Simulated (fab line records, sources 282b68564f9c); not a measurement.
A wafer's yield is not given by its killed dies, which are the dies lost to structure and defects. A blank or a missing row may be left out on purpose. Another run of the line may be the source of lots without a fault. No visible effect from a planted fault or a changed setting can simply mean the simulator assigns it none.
A sampling plan put to the test + flow ritCmos + one fab line, 40 faults that these records tell of, each judged on the records of the lots that it struck
The plan is the line's own looks: the steps of the route at which a gauge or an inspection reads the wafer and doesn't change it. A look is open to judgement when struck wafers have a number at it and the file gives its usual mean and standard deviation on fault-free wafers. Caught: the struck wafers' mean, at a look after the fault's first step, is 4 or more of those standard deviations (sigma) away from the usual mean. On the tool: the same test on the tool's own readings at the fault's steps. Another recipe on the struck wafers, or a record that is blank for them alone, also counts as caught.

THE FAULTS, as the simulator had put them in
1. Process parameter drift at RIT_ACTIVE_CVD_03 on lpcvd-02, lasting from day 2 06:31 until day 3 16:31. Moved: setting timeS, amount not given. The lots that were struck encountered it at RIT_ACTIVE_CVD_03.
2. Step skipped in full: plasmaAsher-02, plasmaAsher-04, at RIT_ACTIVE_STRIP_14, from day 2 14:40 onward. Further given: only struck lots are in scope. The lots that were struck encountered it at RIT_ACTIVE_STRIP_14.
3. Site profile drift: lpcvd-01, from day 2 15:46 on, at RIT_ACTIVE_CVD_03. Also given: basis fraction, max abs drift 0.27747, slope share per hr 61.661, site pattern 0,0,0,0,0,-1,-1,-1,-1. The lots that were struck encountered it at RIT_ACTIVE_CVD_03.
4. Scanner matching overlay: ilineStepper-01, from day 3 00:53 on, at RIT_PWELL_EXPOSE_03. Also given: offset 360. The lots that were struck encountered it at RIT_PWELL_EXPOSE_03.
5. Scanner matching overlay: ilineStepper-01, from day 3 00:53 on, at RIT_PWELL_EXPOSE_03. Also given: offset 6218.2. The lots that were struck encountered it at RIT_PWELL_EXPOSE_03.
6. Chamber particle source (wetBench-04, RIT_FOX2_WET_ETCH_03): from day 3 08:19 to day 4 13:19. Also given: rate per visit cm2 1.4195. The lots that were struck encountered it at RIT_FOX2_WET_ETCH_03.
7. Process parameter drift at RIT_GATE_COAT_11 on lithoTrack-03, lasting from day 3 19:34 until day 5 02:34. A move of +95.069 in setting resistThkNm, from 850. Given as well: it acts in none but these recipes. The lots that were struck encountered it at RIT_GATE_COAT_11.
8. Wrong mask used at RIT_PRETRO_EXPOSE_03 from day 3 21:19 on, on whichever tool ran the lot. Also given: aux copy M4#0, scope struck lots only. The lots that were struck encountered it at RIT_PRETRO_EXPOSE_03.
9. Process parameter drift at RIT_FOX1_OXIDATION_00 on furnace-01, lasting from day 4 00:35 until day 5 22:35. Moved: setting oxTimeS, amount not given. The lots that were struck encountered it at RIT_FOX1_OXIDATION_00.
10. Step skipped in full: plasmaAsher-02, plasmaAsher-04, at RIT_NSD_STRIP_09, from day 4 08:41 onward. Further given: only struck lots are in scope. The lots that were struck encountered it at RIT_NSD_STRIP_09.
11. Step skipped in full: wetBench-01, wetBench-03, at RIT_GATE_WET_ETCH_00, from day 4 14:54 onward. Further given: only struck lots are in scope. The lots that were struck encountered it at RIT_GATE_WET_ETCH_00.
12. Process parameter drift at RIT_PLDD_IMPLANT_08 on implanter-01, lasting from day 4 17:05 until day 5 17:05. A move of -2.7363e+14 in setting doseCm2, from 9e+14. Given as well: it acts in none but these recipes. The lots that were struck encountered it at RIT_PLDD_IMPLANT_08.
13. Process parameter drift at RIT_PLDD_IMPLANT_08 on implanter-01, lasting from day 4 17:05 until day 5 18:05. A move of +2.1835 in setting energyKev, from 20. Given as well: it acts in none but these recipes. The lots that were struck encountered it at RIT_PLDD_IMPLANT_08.
14. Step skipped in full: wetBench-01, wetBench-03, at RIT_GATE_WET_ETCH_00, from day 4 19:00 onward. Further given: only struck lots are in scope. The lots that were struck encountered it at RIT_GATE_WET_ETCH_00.
15. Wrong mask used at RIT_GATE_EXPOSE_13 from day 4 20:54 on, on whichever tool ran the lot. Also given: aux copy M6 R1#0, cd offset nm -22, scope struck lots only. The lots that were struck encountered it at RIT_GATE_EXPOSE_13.
16. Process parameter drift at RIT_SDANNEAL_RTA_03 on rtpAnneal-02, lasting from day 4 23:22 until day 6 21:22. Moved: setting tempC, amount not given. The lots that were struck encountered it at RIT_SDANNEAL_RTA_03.
17. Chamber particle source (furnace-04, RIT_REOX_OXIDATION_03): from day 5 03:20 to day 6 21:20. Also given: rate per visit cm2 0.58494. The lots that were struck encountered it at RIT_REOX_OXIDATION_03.
18. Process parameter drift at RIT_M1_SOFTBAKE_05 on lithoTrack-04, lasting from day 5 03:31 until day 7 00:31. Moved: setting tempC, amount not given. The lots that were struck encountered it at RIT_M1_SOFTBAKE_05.
19. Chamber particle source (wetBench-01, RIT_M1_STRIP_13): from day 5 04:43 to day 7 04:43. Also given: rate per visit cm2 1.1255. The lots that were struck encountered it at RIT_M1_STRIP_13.
20. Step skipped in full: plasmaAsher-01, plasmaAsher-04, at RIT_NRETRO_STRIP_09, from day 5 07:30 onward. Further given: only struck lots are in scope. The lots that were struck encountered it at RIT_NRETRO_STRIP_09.
21. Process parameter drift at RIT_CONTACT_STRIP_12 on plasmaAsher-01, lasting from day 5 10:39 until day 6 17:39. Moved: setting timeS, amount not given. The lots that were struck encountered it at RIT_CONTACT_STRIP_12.
22. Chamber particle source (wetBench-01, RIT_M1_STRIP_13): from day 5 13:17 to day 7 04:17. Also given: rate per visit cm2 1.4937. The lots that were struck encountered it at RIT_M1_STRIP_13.
23. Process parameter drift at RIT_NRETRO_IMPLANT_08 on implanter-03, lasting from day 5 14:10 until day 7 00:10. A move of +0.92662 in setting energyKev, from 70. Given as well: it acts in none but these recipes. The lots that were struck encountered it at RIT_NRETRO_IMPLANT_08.
24. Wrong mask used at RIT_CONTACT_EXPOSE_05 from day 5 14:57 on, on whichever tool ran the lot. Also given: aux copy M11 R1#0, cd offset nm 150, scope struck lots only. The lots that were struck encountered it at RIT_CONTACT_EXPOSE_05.
25. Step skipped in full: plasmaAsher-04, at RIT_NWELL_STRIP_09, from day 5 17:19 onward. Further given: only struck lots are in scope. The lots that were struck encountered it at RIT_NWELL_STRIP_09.
26. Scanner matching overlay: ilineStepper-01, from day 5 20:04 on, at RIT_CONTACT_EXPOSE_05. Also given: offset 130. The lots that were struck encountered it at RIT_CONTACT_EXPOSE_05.
27. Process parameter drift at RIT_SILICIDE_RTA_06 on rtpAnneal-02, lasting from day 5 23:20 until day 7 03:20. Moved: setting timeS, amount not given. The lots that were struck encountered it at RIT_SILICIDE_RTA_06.
28. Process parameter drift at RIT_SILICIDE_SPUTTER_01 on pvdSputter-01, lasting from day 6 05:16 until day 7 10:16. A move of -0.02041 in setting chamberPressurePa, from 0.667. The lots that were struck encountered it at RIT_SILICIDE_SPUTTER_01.
29. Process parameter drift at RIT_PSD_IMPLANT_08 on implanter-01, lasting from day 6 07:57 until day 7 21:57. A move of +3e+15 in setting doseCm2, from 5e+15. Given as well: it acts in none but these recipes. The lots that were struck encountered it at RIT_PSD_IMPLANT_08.
30. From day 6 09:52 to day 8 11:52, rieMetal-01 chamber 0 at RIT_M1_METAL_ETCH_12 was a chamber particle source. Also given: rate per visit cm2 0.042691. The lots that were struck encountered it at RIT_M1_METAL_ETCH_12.
31. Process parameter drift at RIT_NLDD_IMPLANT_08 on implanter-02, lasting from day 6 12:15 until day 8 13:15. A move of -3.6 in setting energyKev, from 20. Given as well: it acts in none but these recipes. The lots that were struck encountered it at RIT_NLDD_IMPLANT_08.
32. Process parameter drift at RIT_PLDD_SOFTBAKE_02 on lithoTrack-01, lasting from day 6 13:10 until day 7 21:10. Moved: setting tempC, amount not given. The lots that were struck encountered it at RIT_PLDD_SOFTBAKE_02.
33. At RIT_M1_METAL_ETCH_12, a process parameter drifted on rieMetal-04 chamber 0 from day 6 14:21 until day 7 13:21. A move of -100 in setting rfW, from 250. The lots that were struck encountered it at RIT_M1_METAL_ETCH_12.
34. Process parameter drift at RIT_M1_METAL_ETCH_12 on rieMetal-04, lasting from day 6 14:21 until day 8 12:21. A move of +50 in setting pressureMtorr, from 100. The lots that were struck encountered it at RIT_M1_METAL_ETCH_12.
35. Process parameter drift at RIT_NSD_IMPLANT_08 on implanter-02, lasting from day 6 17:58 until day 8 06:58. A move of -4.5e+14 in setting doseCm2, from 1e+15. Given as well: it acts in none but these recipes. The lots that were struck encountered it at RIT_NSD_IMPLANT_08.
36. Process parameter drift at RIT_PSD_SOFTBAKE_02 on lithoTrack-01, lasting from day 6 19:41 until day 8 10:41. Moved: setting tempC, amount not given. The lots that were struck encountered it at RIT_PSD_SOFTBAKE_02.
37. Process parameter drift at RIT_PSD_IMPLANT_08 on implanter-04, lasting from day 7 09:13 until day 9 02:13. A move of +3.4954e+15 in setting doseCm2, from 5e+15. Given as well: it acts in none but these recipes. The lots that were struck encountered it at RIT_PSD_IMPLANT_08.
38. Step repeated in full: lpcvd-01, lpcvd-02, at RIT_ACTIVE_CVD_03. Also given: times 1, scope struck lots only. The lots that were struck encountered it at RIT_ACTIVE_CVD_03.
39. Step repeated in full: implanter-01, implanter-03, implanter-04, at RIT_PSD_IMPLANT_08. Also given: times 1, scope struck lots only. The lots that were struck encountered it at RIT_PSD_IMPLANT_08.
40. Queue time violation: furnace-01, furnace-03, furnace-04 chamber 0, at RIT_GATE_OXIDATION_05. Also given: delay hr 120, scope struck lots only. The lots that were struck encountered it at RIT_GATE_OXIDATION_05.

WHAT THE PLAN SAW
| fault | on the tool itself                               | first look that catches it                      | reading, sigma                                             | median hours from its first step to that look | hours from the fault's start to the first struck lot there | judged looks passed uncaught |
|-------|--------------------------------------------------|-------------------------------------------------|------------------------------------------------------------|-----------------------------------------------|------------------------------------------------------------|------------------------------|
| 1     | the tool's record is blank for the struck wafers | RIT_ACTIVE_THK_MEAS_04                          | ACTIVE_NITRIDE_THK -8.4                                    | 1.4                                           | 10                                                         | 0                            |
| 2     | the tool's record is blank for the struck wafers | no look after it can be judged                  | -                                                          | -                                             | -                                                          | 0                            |
| 3     | no reading that can be judged                    | RIT_ACTIVE_THK_MEAS_04                          | ACTIVE_NITRIDE_THK -14                                     | 1.8                                           | 10                                                         | 0                            |
| 4     | under 2 sigma                                    | RIT_PWELL_OVL_MEAS_06                           | PWELL_OVL +99 or beyond                                    | 0.5                                           | 5                                                          | 0                            |
| 5     | no reading that can be judged                    | no look after it can be judged                  | -                                                          | -                                             | -                                                          | 0                            |
| 6     | under 2 sigma                                    | no look after it can be judged                  | -                                                          | -                                             | -                                                          | 0                            |
| 7     | no reading that can be judged                    | RIT_GATE_CD_MEAS_16                             | cdNm +5.5                                                  | 0.8                                           | 4                                                          | 0                            |
| 8     | no reading that can be judged                    | RIT_PRETRO_TW_MEAS_10                           | PRETRO_TW -99 or beyond                                    | 1.1                                           | 2                                                          | 0                            |
| 9     | no reading that can be judged                    | RIT_FOX1_THK_MEAS_01                            | FOX1_OXIDE_THK -6.9                                        | 1.3                                           | 6                                                          | 0                            |
| 10    | the tool's record is blank for the struck wafers | RIT_PSD_TW_MEAS_10                              | PSD_TW -94                                                 | 1.7                                           | 5                                                          | 0                            |
| 11    | the tool's record is blank for the struck wafers | RIT_FOX2_THK_MEAS_91                            | FIELD_OXIDE_LEFT_2_THK +7.1                                | 0.4                                           | 3                                                          | 0                            |
| 12    | doseIonsCm2 -99 or beyond sigma                  | RIT_PLDD_TW_MEAS_10                             | PLDD_TW -8.1                                               | 0.3                                           | 6                                                          | 0                            |
| 13    | beamEnergyKeV +99 or beyond sigma                | RIT_SDANNEAL_RS_MEAS_06                         | PLDD_RS -15                                                | 7.0                                           | 12                                                         | 1                            |
| 14    | the tool's record is blank for the struck wafers | RIT_FOX2_THK_MEAS_91                            | FIELD_OXIDE_LEFT_2_THK +7.0                                | 0.4                                           | 2                                                          | 0                            |
| 15    | no reading that can be judged                    | RIT_GATE_CD_MEAS_16                             | cdNm -8.3                                                  | 0.7                                           | 2                                                          | 0                            |
| 16    | wafer_temp_C_max -6.6 sigma                      | RIT_SDANNEAL_RS_MEAS_04                         | PSD_RS +19                                                 | 0.1                                           | 6                                                          | 0                            |
| 17    | under 2 sigma                                    | none of the 2 looks that can be judged after it | -                                                          | -                                             | -                                                          | 2                            |
| 18    | heaterPowerTotalW +61 sigma                      | not the one look that can be judged after it    | -                                                          | -                                             | -                                                          | 1                            |
| 19    | under 2 sigma                                    | no look after it can be judged                  | -                                                          | -                                             | -                                                          | 0                            |
| 20    | the tool's record is blank for the struck wafers | RIT_PRETRO_TW_MEAS_10                           | PRETRO_TW -99 or beyond                                    | 1.9                                           | 4                                                          | 0                            |
| 21    | runLengthS -19 sigma                             | not the one look that can be judged after it    | -                                                          | -                                             | -                                                          | 1                            |
| 22    | no reading that can be judged                    | no look after it can be judged                  | -                                                          | -                                             | -                                                          | 0                            |
| 23    | beamEnergyKeV +36 sigma                          | no look after it can be judged                  | -                                                          | -                                             | -                                                          | 0                            |
| 24    | under 2 sigma                                    | RIT_CONTACT_CD_MEAS_08                          | cdNm +72                                                   | 0.5                                           | 3                                                          | 0                            |
| 25    | the tool's record is blank for the struck wafers | RIT_PWELL_TW_MEAS_10                            | PWELL_TW -99 or beyond                                     | 1.9                                           | 4                                                          | 0                            |
| 26    | no reading that can be judged                    | RIT_CONTACT_OVL_MEAS_09                         | CONTACT_OVL +99 or beyond                                  | 0.6                                           | 3                                                          | 0                            |
| 27    | under 2 sigma                                    | none of the 8 looks that can be judged after it | -                                                          | -                                             | -                                                          | 8                            |
| 28    | chamberPressurePa -15 sigma                      | not the one look that can be judged after it    | strongest: SILICIDE_TI_RS at RIT_SILICIDE_RS_MEAS_02, -3.4 | -                                             | -                                                          | 1                            |
| 29    | doseIonsCm2 +99 or beyond sigma                  | RIT_SDANNEAL_RS_MEAS_04                         | PSD_RS -20                                                 | 0.8                                           | 5                                                          | 1                            |
| 30    | under 2 sigma                                    | no look after it can be judged                  | -                                                          | -                                             | -                                                          | 0                            |
| 31    | beamEnergyKeV -99 or beyond sigma                | RIT_NLDD_TW_MEAS_10                             | NLDD_TW -5.3                                               | 0.3                                           | 8                                                          | 0                            |
| 32    | heaterPowerTotalW -44 sigma                      | not the one look that can be judged after it    | -                                                          | -                                             | -                                                          | 1                            |
| 33    | rfFwdPowerW -99 or beyond sigma                  | not the one look that can be judged after it    | strongest: cdNm at RIT_M1_CD_MEAS_90, +3.9                 | -                                             | -                                                          | 1                            |
| 34    | chamberPressureMTorr +99 or beyond sigma         | no look after it can be judged                  | -                                                          | -                                             | -                                                          | 0                            |
| 35    | doseIonsCm2 -99 or beyond sigma                  | RIT_NSD_TW_MEAS_10                              | NSD_TW -14                                                 | 0.3                                           | 8                                                          | 0                            |
| 36    | heaterPowerTotalW +48 sigma                      | not the one look that can be judged after it    | -                                                          | -                                             | -                                                          | 1                            |
| 37    | doseIonsCm2 +99 or beyond sigma                  | RIT_SDANNEAL_RS_MEAS_04                         | PSD_RS -22                                                 | 0.8                                           | 5                                                          | 0                            |
| 38    | under 2 sigma                                    | RIT_ACTIVE_THK_MEAS_04                          | ACTIVE_NITRIDE_THK +99 or beyond                           | 4.4                                           | -                                                          | 0                            |
| 39    | under 2 sigma                                    | RIT_SDANNEAL_RS_MEAS_04                         | PSD_RS -29                                                 | 1.1                                           | -                                                          | 1                            |
| 40    | under 2 sigma                                    | no look after it can be judged                  | -                                                          | -                                             | -                                                          | 0                            |
A dash: the fault isn't caught, or these records don't give the number.

Caught at a look: 23 of 40. Caught on the tool: 22 of 40. By one or the other: 32 of 40.
Caught on the tool alone: faults 2, 18, 21, 23, 28, 32, 33, 34, 36.
Caught at a look alone: faults 3, 4, 7, 8, 9, 15, 24, 26, 38, 39.
Caught by neither: faults 5, 6, 17, 19, 22, 27, 30, 40.

THINNER SAMPLING
If the look that catches a fault measured only every second or every third lot, by lot number, the first struck lot would be measured this late in the worst case:
| fault | struck lots at that look, in order of time | every lot | every second lot | every third lot |
|-------|--------------------------------------------|-----------|------------------|-----------------|
| 1     | L895, L896, L898                           | 10 h      | 14 h             | may miss all 3  |
| 3     | L497, L499, L500, L501                     | 10 h      | 25 h             | 30 h            |
| 4     | L352, L354, L358                           | 5 h       | may miss all 3   | may miss all 3  |
| 7     | L755, L757                                 | 4 h       | may miss all 2   | may miss all 2  |
| 8     | L899                                       | 2 h       | may miss it      | may miss it     |
| 9     | L532, L533                                 | 6 h       | 13 h             | may miss all 2  |
| 10    | L890, L891, L892                           | 5 h       | 8 h              | 11 h            |
| 11    | L384, L385                                 | 3 h       | 7 h              | may miss all 2  |
| 12    | L753, L754                                 | 6 h       | 11 h             | may miss all 2  |
| 13    | L424, L425                                 | 12 h      | 18 h             | may miss all 2  |
| 14    | L275, L276, L277                           | 2 h       | 12 h             | 17 h            |
| 15    | L946                                       | 2 h       | may miss it      | may miss it     |
| 16    | L297, L299                                 | 6 h       | may miss all 2   | may miss all 2  |
| 20    | L268, L269                                 | 4 h       | 4 h              | may miss all 2  |
| 24    | L986                                       | 3 h       | may miss it      | may miss it     |
| 25    | L656, L657                                 | 4 h       | 16 h             | may miss all 2  |
| 26    | L491, L492, L497, L499                     | 3 h       | 11 h             | 52 h            |
| 29    | L747, L751                                 | 5 h       | may miss all 2   | may miss all 2  |
| 31    | L646, L649                                 | 8 h       | 24 h             | may miss all 2  |
| 35    | L783, L782                                 | 8 h       | 10 h             | may miss all 2  |
| 37    | L961, L963                                 | 5 h       | may miss all 2   | may miss all 2  |
The hour figures run from when the fault began to the first measured lot among those it struck. The limit of 4 sigma was tested on all struck wafers together, so one lot alone may lie under it. Other struck lots may not be in these records.

THE LONGEST TIMED WAY FROM STEP TO LOOK
Fault 13: median gap of 7.0 hours between RIT_PLDD_IMPLANT_08 and RIT_SDANNEAL_RS_MEAS_06. The look between them that can be judged stayed within 4 sigma: RIT_PLDD_TW_MEAS_10.
